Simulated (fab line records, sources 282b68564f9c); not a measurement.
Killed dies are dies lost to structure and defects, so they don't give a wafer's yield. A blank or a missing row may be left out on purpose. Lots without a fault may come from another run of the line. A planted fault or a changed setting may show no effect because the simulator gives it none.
Split-lot experiment | flow rit_cmos | 5 lots, 23 wafers read, on a route of 202 steps

THE SPLIT
At RIT_M1_SPUTTER_00 (material Al, target thk 400 nm, time 500 s), the setting time_s was moved away from the recipe's 500 s on 9 of the 23 wafers read, by -14.4% to +4.1%. The other wafers ran this setting at the recipe's value.

FROM THE SPLIT TO THE READING: what the file shows between them, 4 steps
- RIT_M1_RS_MEAS_01: measures by four-point-probe
- RIT_M1_THK_MEAS_02: measures by xrf
- RIT_M1_DEVELOP_08: develop time 68 s (also split here: dev_temp_c)
- RIT_M1_HARDBAKE_11: time 120 s

THE READING
oes_product_au, in a.u., at RIT_M1_METAL_ETCH_12 (etches Al in Cl2/BCl3, stops on SiO2, time 165 s, target depth 600 nm). Fault-free wafers of this fab line usually give 0.787 a.u., standard deviation 0.014 a.u..

wafer  | tool, chamber at the split | time_s as run, s | against the recipe | oes_product_au, a.u. | against lot-mates on the recipe
L074.2 | pvd_sputter-04, -          | 500              | recipe             | 0.753                | -
L074.3 | pvd_sputter-04, -          | 440.7            | -11.9%             | 0.734                | -0.024
L074.4 | pvd_sputter-04, -          | 440.7            | -11.9%             | 0.709                | -0.049
L074.5 | pvd_sputter-04, -          | 500              | recipe             | 0.763                | -
L074.6 | pvd_sputter-04, -          | 440.7            | -11.9%             | 0.730                | -0.028
L078.2 | pvd_sputter-02, -          | 500              | recipe             | 0.782                | -
L078.3 | pvd_sputter-02, -          | 500              | recipe             | 0.805                | -
L078.4 | pvd_sputter-02, -          | 444.5            | -11.1%             | 0.732                | -0.061
L078.5 | pvd_sputter-02, -          | 444.5            | -11.1%             | 0.744                | -0.049
L078.6 | pvd_sputter-02, -          | 500              | recipe             | 0.793                | -
L081.1 | pvd_sputter-03, -          | 500              | recipe             | 0.803                | -
L081.2 | pvd_sputter-03, -          | 500              | recipe             | 0.795                | -
L081.3 | pvd_sputter-03, -          | 428.2            | -14.4%             | 0.723                | -0.072
L081.4 | pvd_sputter-03, -          | 428.2            | -14.4%             | 0.735                | -0.060
L081.5 | pvd_sputter-03, -          | 500              | recipe             | 0.788                | -
L083.1 | pvd_sputter-03, -          | 500              | recipe             | 0.786                | -
L083.3 | pvd_sputter-03, -          | 500              | recipe             | 0.782                | -
L083.4 | pvd_sputter-03, -          | 500              | recipe             | 0.766                | -
L085.1 | pvd_sputter-03, -          | 500              | recipe             | 0.795                | -
L085.2 | pvd_sputter-03, -          | 520.4            | +4.1%              | 0.811                | +0.008
L085.4 | pvd_sputter-03, -          | 500              | recipe             | 0.817                | -
L085.5 | pvd_sputter-03, -          | 500              | recipe             | 0.797                | -
L085.6 | pvd_sputter-03, -          | 520.4            | +4.1%              | 0.819                | +0.016

THE FIT
A straight line over all 23 wafers: oes_product_au changes by +0.00479 a.u. for each +1% of time_s; r = +0.89; the points scatter about the line by 0.015 a.u..
The same after taking each lot's own level away (the mean of its wafers on the recipe; 23 wafers): +0.00394 a.u. for each +1%; r = +0.92; scatter 0.011 a.u..
On that fit, the largest move of time_s shifts the reading by 0.057 a.u..
The lots' own levels span 0.7580 to 0.8030 a.u., that is 3.2 times the standard deviation above.
So the lot-to-lot level changes the slope: the two fits differ.
Check: with one of the wafers moved furthest among these (-14.4%) left out of the fit, the line predicts -0.0536 a.u. for it against its lot-mates. It came out at -0.0723 a.u. against them.

OTHER SPLITS ON THESE WAFERS
These wafers also went through other splits before the reading. Each is held against what the fit with the lots' levels taken away leaves over:
other split on the same wafers | wafers away from the commonest value | r with oes_product_au (lot level and that fit taken away)
RIT_NSD_COAT_01 resist_thk_nm  | 9                                    | +0.05
RIT_NSD_IMPLANT_08 dose_cm2    | 7                                    | -0.39
RIT_PSD_IMPLANT_08 energy_kev  | 8                                    | -0.16
RIT_SDANNEAL_CLEAN_00 time_s   | 15                                   | +0.31
RIT_M1_DEVELOP_08 dev_temp_c   | 4                                    | +0.05

THE WHOLE CHAIN: every reading that the file lists as answering this split, in the file's order
step                 | what it does                                                          | reading                                                                     | change (the file's fit)                   | r (the file's)
RIT_M1_SPUTTER_00    | material Al, target thk 400 nm, time 500 s                            | Al_of_M1_SPUTTER_00.thk_nm (the simulator's own value, which no gauge read) | +4 nm for each +1% of the setting         | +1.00
RIT_M1_RS_MEAS_01    | measures by four-point-probe                                          | M1_AL_RS                                                                    | -0.000842 for each +1% of the setting     | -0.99
RIT_M1_THK_MEAS_02   | measures by xrf                                                       | M1_AL_THK                                                                   | +4.02 for each +1% of the setting         | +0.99
RIT_M1_METAL_ETCH_12 | etches Al in Cl2/BCl3, stops on SiO2, time 165 s, target depth 600 nm | oes_product_au                                                              | +0.00416 a.u. for each +1% of the setting | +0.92

THE FILE'S OWN FIT
oes_product_au changes by +0.00416 a.u. for each +1% of time_s, r = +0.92.
